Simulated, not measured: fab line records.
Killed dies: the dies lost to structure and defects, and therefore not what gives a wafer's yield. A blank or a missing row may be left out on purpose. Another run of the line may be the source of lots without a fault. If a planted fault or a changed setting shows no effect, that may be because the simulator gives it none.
Tool commonality check / flow berkeley cmos170 / 48 wafers sampled across 14 lots

== WHY THIS WAS OPENED ==
Of 14 lots, 2 have the reading NLDD_RS flagged at UCB170_SDANNEAL_RS_MEAS_05. Fault-free wafers read 616.9 ohm/sq, with a standard deviation of 1.3.
Rule: a lot gets a flag if all its wafers with a number sit over 4 standard deviations from that mean, or if no wafer of it has a number. The other lots count as sound.

lot=L391; measured=day 7 21:18; on=film metro-01; NLDD_RS (ohm/sq), wafer by wafer=615.6 617.1 615.1; flag=
lot=L392; measured=day 7 21:38; on=film metro-02; NLDD_RS (ohm/sq), wafer by wafer=616.1 618.0 616.6; flag=
lot=L393; measured=day 8 20:18; on=film metro-01; NLDD_RS (ohm/sq), wafer by wafer=617.7 618.6 617.5; flag=
lot=L395; measured=day 9 00:26; on=film metro-01; NLDD_RS (ohm/sq), wafer by wafer=615.6 616.8 615.3; flag=
lot=L398; measured=day 9 07:35; on=film metro-01; NLDD_RS (ohm/sq), wafer by wafer=616.5 614.9 617.2; flag=
lot=L396; measured=day 9 08:05; on=film metro-03; NLDD_RS (ohm/sq), wafer by wafer=616.6 617.3 617.5; flag=
lot=L400; measured=day 10 17:27; on=film metro-03; NLDD_RS (ohm/sq), wafer by wafer=617.4 617.1 614.2; flag=
lot=L399; measured=day 10 17:42; on=film metro-01; NLDD_RS (ohm/sq), wafer by wafer=615.2 616.1 616.2; flag=
lot=L402; measured=day 10 18:24; on=film metro-02; NLDD_RS (ohm/sq), wafer by wafer=616.8 617.8 615.1; flag=
lot=L404; measured=day 11 05:59; on=film metro-01; NLDD_RS (ohm/sq), wafer by wafer=617.0 616.9 616.1; flag=
lot=L413; measured=day 13 08:36; on=film metro-03; NLDD_RS (ohm/sq), wafer by wafer=617.7 619.1 619.9; flag=
lot=L412; measured=day 13 11:36; on=film metro-02; NLDD_RS (ohm/sq), wafer by wafer=606.2 604.9 606.5 605.7 605.0 605.2; flag=FLAGGED
lot=L410; measured=day 13 17:43; on=film metro-02; NLDD_RS (ohm/sq), wafer by wafer=616.5 616.7 618.0; flag=
lot=L414; measured=day 13 18:07; on=film metro-01; NLDD_RS (ohm/sq), wafer by wafer=604.0 603.1 603.6 603.9 603.1 603.3; flag=FLAGGED
The numbers of the flagged lots are 604.5 ohm/sq on average: -12.4 ohm/sq against the usual, or -10 standard deviations.

== EACH LOT AND THE TOOL IT RAN ON ==
Before the reading, the record contains 3 process steps out of a 331-step route. Every cell lists first the tool, next ch and the chambers used by the sampled wafers, and last the start.
lot=L391; flag=; UCB170_PWELL_STRIP_16=plasma asher-03 ch 0,1, day 3 05:23; UCB170_NLDD_IMPLANT_09=implanter-01 ch 0, day 7 06:34; UCB170_SDANNEAL_RTA_00=rtp anneal-02 ch 0, day 7 20:49
lot=L392; flag=; UCB170_PWELL_STRIP_16=plasma asher-03 ch 0,1, day 3 11:15; UCB170_NLDD_IMPLANT_09=implanter-02 ch 0, day 7 06:14; UCB170_SDANNEAL_RTA_00=rtp anneal-01 ch 0, day 7 21:09
lot=L393; flag=; UCB170_PWELL_STRIP_16=plasma asher-02 ch 0,1, day 4 00:01; UCB170_NLDD_IMPLANT_09=implanter-04 ch 0, day 8 07:34; UCB170_SDANNEAL_RTA_00=rtp anneal-01 ch 0, day 8 19:49
lot=L395; flag=; UCB170_PWELL_STRIP_16=plasma asher-03 ch 0,1, day 4 00:17; UCB170_NLDD_IMPLANT_09=implanter-01 ch 0, day 8 07:41; UCB170_SDANNEAL_RTA_00=rtp anneal-02 ch 0, day 8 23:50
lot=L398; flag=; UCB170_PWELL_STRIP_16=plasma asher-04 ch 0,1, day 4 09:36; UCB170_NLDD_IMPLANT_09=implanter-01 ch 0, day 8 17:50; UCB170_SDANNEAL_RTA_00=rtp anneal-01 ch 0, day 9 07:05
lot=L396; flag=; UCB170_PWELL_STRIP_16=plasma asher-04 ch 0,1, day 4 09:55; UCB170_NLDD_IMPLANT_09=implanter-04 ch 0, day 8 18:17; UCB170_SDANNEAL_RTA_00=rtp anneal-01 ch 0, day 9 07:35
lot=L400; flag=; UCB170_PWELL_STRIP_16=plasma asher-04 ch 0,1, day 5 09:32; UCB170_NLDD_IMPLANT_09=implanter-02 ch 0, day 10 00:27; UCB170_SDANNEAL_RTA_00=rtp anneal-02 ch 0, day 10 16:58
lot=L399; flag=; UCB170_PWELL_STRIP_16=plasma asher-04 ch 0,1, day 5 01:34; UCB170_NLDD_IMPLANT_09=implanter-04 ch 0, day 10 00:28; UCB170_SDANNEAL_RTA_00=rtp anneal-01 ch 0, day 10 17:13
lot=L402; flag=; UCB170_PWELL_STRIP_16=plasma asher-02 ch 0,1, day 5 09:49; UCB170_NLDD_IMPLANT_09=implanter-04 ch 0, day 10 01:17; UCB170_SDANNEAL_RTA_00=rtp anneal-02 ch 0, day 10 17:55
lot=L404; flag=; UCB170_PWELL_STRIP_16=plasma asher-03 ch 0,1, day 6 07:20; UCB170_NLDD_IMPLANT_09=implanter-01 ch 0, day 10 15:59; UCB170_SDANNEAL_RTA_00=rtp anneal-01 ch 0, day 11 05:29
lot=L413; flag=; UCB170_PWELL_STRIP_16=plasma asher-04 ch 0,1, day 8 01:11; UCB170_NLDD_IMPLANT_09=implanter-02 ch 0, day 12 21:23; UCB170_SDANNEAL_RTA_00=rtp anneal-02 ch 0, day 13 08:06
lot=L412; flag=FLAGGED; UCB170_PWELL_STRIP_16=plasma asher-03 ch 0,1, day 8 01:46; UCB170_NLDD_IMPLANT_09=implanter-01 ch 0, day 12 19:16; UCB170_SDANNEAL_RTA_00=rtp anneal-02 ch 0, day 13 11:06
lot=L410; flag=; UCB170_PWELL_STRIP_16=plasma asher-04 ch 0,1, day 8 01:41; UCB170_NLDD_IMPLANT_09=implanter-04 ch 0, day 13 06:08; UCB170_SDANNEAL_RTA_00=rtp anneal-01 ch 0, day 13 17:13
lot=L414; flag=FLAGGED; UCB170_PWELL_STRIP_16=plasma asher-03 ch 0,1, day 8 12:27; UCB170_NLDD_IMPLANT_09=implanter-01 ch 0, day 13 06:22; UCB170_SDANNEAL_RTA_00=rtp anneal-01 ch 0, day 13 17:34
What these steps do:
- UCB170_PWELL_STRIP_16: strips in O2.
- UCB170_NLDD_IMPLANT_09
- UCB170_SDANNEAL_RTA_00: time 10 s.
- UCB170_SDANNEAL_RS_MEAS_05: measures by four-point-probe.

== FLAGGED OVER TOTAL, TOOL BY TOOL (the gauges that took the reading come last) ==
step=UCB170_PWELL_STRIP_16; tool=plasma asher-02; lots run=2; flagged=0; share of the flagged lots=none; sound lots run after its first flagged lot=-
step=UCB170_PWELL_STRIP_16; tool=plasma asher-03; lots run=6; flagged=2; share of the flagged lots=all; sound lots run after its first flagged lot=0
step=UCB170_PWELL_STRIP_16; tool=plasma asher-04; lots run=6; flagged=0; share of the flagged lots=none; sound lots run after its first flagged lot=-
step=UCB170_NLDD_IMPLANT_09; tool=implanter-01; lots run=6; flagged=2; share of the flagged lots=all; sound lots run after its first flagged lot=0
step=UCB170_NLDD_IMPLANT_09; tool=implanter-02; lots run=3; flagged=0; share of the flagged lots=none; sound lots run after its first flagged lot=-
step=UCB170_NLDD_IMPLANT_09; tool=implanter-04; lots run=5; flagged=0; share of the flagged lots=none; sound lots run after its first flagged lot=-
step=UCB170_SDANNEAL_RTA_00; tool=rtp anneal-01; lots run=8; flagged=1; share of the flagged lots=some; sound lots run after its first flagged lot=0
step=UCB170_SDANNEAL_RTA_00; tool=rtp anneal-02; lots run=6; flagged=1; share of the flagged lots=some; sound lots run after its first flagged lot=0
step=UCB170_SDANNEAL_RS_MEAS_05; tool=film metro-01; lots run=7; flagged=1; share of the flagged lots=some; sound lots run after its first flagged lot=0
step=UCB170_SDANNEAL_RS_MEAS_05; tool=film metro-02; lots run=4; flagged=1; share of the flagged lots=some; sound lots run after its first flagged lot=1 (L410)
step=UCB170_SDANNEAL_RS_MEAS_05; tool=film metro-03; lots run=3; flagged=0; share of the flagged lots=none; sound lots run after its first flagged lot=-

== WHAT THE TABLE PERMITS ==
Every flagged lot went through 2 rows of the table: plasma asher-03 at UCB170_PWELL_STRIP_16 and implanter-01 at UCB170_NLDD_IMPLANT_09.
- plasma asher-03 at UCB170_PWELL_STRIP_16 ran 6 lots, 2 of them flagged. A fault beginning between L404 (day 6 07:20), its last sound lot, and L412 (day 8 01:46), its first flagged one, fits the data.
- implanter-01 at UCB170_NLDD_IMPLANT_09 ran 6 lots, 2 of them flagged. A fault beginning between L404 (day 10 15:59), its last sound lot, and L412 (day 12 19:16), its first flagged one, fits the data. Its own readings lie more than 4 standard deviations out on every wafer of the flagged lots: tilt deg.
A lot count leaves these 2 tools indistinguishable: every one of them fits a fault beginning at some hour. More lots, or a look at what each step does to the wafer, might.

== WHAT WAS PUT IN BY THE SIMULATOR ==
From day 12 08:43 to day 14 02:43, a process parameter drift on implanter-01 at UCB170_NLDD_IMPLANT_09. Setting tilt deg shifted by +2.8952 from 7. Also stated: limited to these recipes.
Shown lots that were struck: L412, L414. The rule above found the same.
